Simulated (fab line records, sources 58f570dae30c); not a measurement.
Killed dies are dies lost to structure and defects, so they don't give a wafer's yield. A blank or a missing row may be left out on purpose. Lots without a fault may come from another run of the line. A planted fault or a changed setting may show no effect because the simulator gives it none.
Problem report in the 8D (eight disciplines) form, filled by code | flow berkeley_cmos170 | the parts of the form that need people (team, actions taken, sign-off) are left out

1. THE PROBLEM
M1_AL_RS at UCB170_M1_RS_MEAS_01 reads a mean of 0.0250 ohm/sq on 6 wafers of 2 lots; wafers without a fault read 0.0485 ohm/sq with a standard deviation of 0.0005. That is -47 standard deviations from the usual mean.
The step: measures by four-point-probe.
First seen on wafer L697.3, day 11 11:52, on film_metro-02. The record holds 42 wafers of 14 lots with a number at this step. Rule for "out", or "out of limits": more than 4 standard deviations from the usual mean. The other wafers with a number count as sound.

2. WHAT IT IS AND WHAT IT IS NOT
question                    | is                           | is not
which readings at this step | M1_AL_RS                     | -
which lots                  | L697, L699                   | L680, L681, L684, L685, L687, L690, L691, L694, L695, L698, L701, L703
which wafers of those lots  | all that have a number       | -
read on which gauges        | film_metro-02, film_metro-03 | film_metro-04
when                        | from day 11 11:52            | up to then (30 sound wafers); but 6 sound wafers of L701, L703 came after

3. SUSPECTS, AND WHAT RULES EACH OUT
Counting: a tool at a process step up to the reading stays a suspect if it ran every lot that is out and no sound lot after the first of them.
- the gauge at UCB170_M1_RS_MEAS_01: ruled out. The wafers that are out were read on 2 gauges (film_metro-02, film_metro-03).
- pvd_sputter-04 at UCB170_M1_SPUTTER_00 (material Al, target thk 600 nm, time 80 s): kept. It ran every lot that is out, first L697 (day 11 11:46), and no sound lot after that; its last sound lot up to then is L695 (day 11 05:02).
Left after counting: pvd_sputter-04 at UCB170_M1_SPUTTER_00.

4. THE CAUSE (what the simulator had put in)
Process parameter drift: pvd_sputter-04, from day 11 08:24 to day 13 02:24, at UCB170_M1_SPUTTER_00. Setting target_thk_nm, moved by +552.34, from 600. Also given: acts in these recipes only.
Counting left only this tool.

5. THE CHAIN OF EFFECTS, in route order
Each row: a reading whose mean over the struck wafers that have a number lies more than 3 standard deviations from the usual. Only readings for which the record gives a usual standard deviation are gone through. hours: the time from each lot's start at the first step in this table that gives one to its start at this step, as a median over the lots. sigmas: the change in usual standard deviations.
hours | step                    | reading              | usual         | on struck wafers | change  | sigmas
0     | UCB170_M1_RS_MEAS_01    | M1_AL_RS             | 0.0485 ohm/sq | 0.0250           | -0.0235 | -47
0     | UCB170_M1_THK_MEAS_02   | M1_AL_THK            | 595 nm        | 1148             | +553    | +85
2     | UCB170_M1_METAL_ETCH_12 | oes_product_au       | 0.855 a.u.    | 0.990            | +0.135  | +10
15    | UCB170_M3_PROBE_99      | defect_limited_yield | 98.8 %        | 0.0              | -98.8   | -99 or more
15    | UCB170_M3_PROBE_99      | killed_at_M0_to_M3   | 1.0           | 261.2            | +260.2  | +99 or more
15    | UCB170_M3_PROBE_99      | killed_dies          | 3.2           | 264.0            | +260.8  | +99 or more
15    | UCB170_M3_PROBE_99      | killed_on_rim        | 0.9           | 70.0             | +69.1   | +76
15    | UCB170_M3_PROBE_99      | sort_bin_5_function  | 0.7 %         | 99.4             | +98.7   | +99 or more
15    | UCB170_M3_PROBE_99      | sort_n_pass          | 260.8         | 0.0              | -260.8  | -99 or more
15    | UCB170_M3_PROBE_99      | sort_yield_pct       | 98.8 %        | 0.0              | -98.8   | -99 or more
The process steps in it:
- UCB170_M1_METAL_ETCH_12: etches Al in Cl2/BCl3, stops on PSG, target depth 780 nm, time 130 s.
- UCB170_M3_PROBE_99

6. WHAT WOULD HAVE CAUGHT IT SOONER
In this record the first reading out of limits at a measuring or inspecting step was taken at day 11 11:52, 3 hours after the fault began at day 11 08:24.
Of the tool readings at UCB170_M1_SPUTTER_00 for which the record gives a usual standard deviation, none was out on any struck wafer, so an alarm limit of 4 standard deviations on them would not have fired.
Of the lots that are out (2), L699 began UCB170_M1_SPUTTER_00 on pvd_sputter-04 after day 11 11:52. A hold on the tool at that time would have spared it.
